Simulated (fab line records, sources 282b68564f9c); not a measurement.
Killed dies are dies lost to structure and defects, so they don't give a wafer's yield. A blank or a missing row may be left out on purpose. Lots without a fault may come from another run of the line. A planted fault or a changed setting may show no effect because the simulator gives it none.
A struck lot beside a sound one | flow rit_cmos | 26 steps out of a route of 202
Sound: wafers L991.2, L991.4, L991.6. Struck: wafers L989.1, L989.3, L989.6. The cause comes at the end.
At each step with rows: each side's tool, then ch and its chambers, then its first start. Under that, the readings that differ: sound wafers | struck wafers | difference of the means | sigmas: that difference in standard deviations of wafers without a fault.
alike: readings whose means differ by less than 2 such deviations, and words and numbers that are the same on both sides. not compared: withheld readings, readings that some wafer has no value for, bounds like >300 that may hide the same value, and numbers for which the record gives no deviation and whose values overlap.
The two part at a step that has a row with sigmas, a row that says differs or no value, or rows on one side only. Numbers that don't overlap but have no deviation are shown without sigmas and don't part them. A reading that every wafer of one side lacks parts them only if that side has two wafers or more.

first, 2 steps without rows for these wafers: RIT_REOX_CLEAN_02 (cleans in SC2, time 600 s); RIT_REOX_OXIDATION_03 (target thk 25.2 nm, ox time 5580 s).
RIT_REOX_THK_MEAS_04:
  sound on film_metro-02, day 6 13:24; struck on film_metro-02, day 6 01:56
  alike: REOX_OXIDE_THK
then, 6 steps without rows for these wafers: RIT_NLDD_HMDS_00 (prime time 60 s); RIT_NLDD_COAT_01 (resist thk 1000 nm); RIT_NLDD_SOFTBAKE_02 (time 60 s); RIT_NLDD_EXPOSE_03 (exposes mask M7, target cd 40700 nm); RIT_NLDD_PEB_04; RIT_NLDD_DEVELOP_05 (develop time 50 s).
RIT_NLDD_OVL_MEAS_06:
  sound on overlay-02, day 6 14:19; struck on overlay-01, day 6 02:58
  alike: NLDD_OVL
then, 2 steps without rows for these wafers: RIT_NLDD_HARDBAKE_07 (time 60 s); RIT_NLDD_IMPLANT_08.
RIT_NLDD_STRIP_09: strips in O2, time 180 s.
  sound on plasma_asher-02 ch 0,1, day 6 14:44; struck on plasma_asher-04 ch 0,1, day 6 03:19
  no value came back on the struck wafers for chamber_pressure_mTorr (mTorr), drypump_motor_current_A (A); on the sound wafers chamber_pressure_mTorr (mTorr) reads 3998 4000 4007
  reading                                   | sound | struck          | difference | sigmas
  model.NOVOLAK_of_NLDD_COAT_01.thk_nm (nm) | 0 0 0 | 885.5 884.6 886 | +885.4     |
  not compared: rf_hours_counter_h
RIT_NLDD_TW_MEAS_10:
  sound on film_metro-03, day 6 14:55; struck on film_metro-03, day 6 03:29
  alike: NLDD_TW
then, 6 steps without rows for these wafers: RIT_PLDD_HMDS_00 (prime time 60 s); RIT_PLDD_COAT_01 (resist thk 1000 nm); RIT_PLDD_SOFTBAKE_02 (time 60 s); RIT_PLDD_EXPOSE_03 (exposes mask M8, target cd 40900 nm); RIT_PLDD_PEB_04; RIT_PLDD_DEVELOP_05 (develop time 50 s).
RIT_PLDD_OVL_MEAS_06:
  sound on overlay-02, day 6 15:50; struck on overlay-02, day 6 04:31
  alike: PLDD_OVL
then, 2 steps without rows for these wafers: RIT_PLDD_HARDBAKE_07 (time 60 s); RIT_PLDD_IMPLANT_08.
RIT_PLDD_STRIP_09: strips in O2, time 180 s.
  sound on plasma_asher-02 ch 0,1, day 6 16:10; struck on plasma_asher-02 ch 0,1, day 6 04:52
  alike: chamber_pressure_mTorr, drypump_motor_current_A
  not compared: rf_hours_counter_h
RIT_PLDD_TW_MEAS_10:
  sound on film_metro-01, day 6 16:21; struck on film_metro-01, day 6 05:02
  reading | sound          | struck   | difference | sigmas
  PLDD_TW | 2391 2393 2391 | 31 31 31 | -2361      | -94
then, 1 step without rows for these wafers: RIT_SPACER_CLEAN_00 (cleans in SC1, time 600 s).

WHERE THEY PART
First at RIT_NLDD_STRIP_09; last, within this record, at RIT_PLDD_TW_MEAS_10.

WHY: what the simulator had put in
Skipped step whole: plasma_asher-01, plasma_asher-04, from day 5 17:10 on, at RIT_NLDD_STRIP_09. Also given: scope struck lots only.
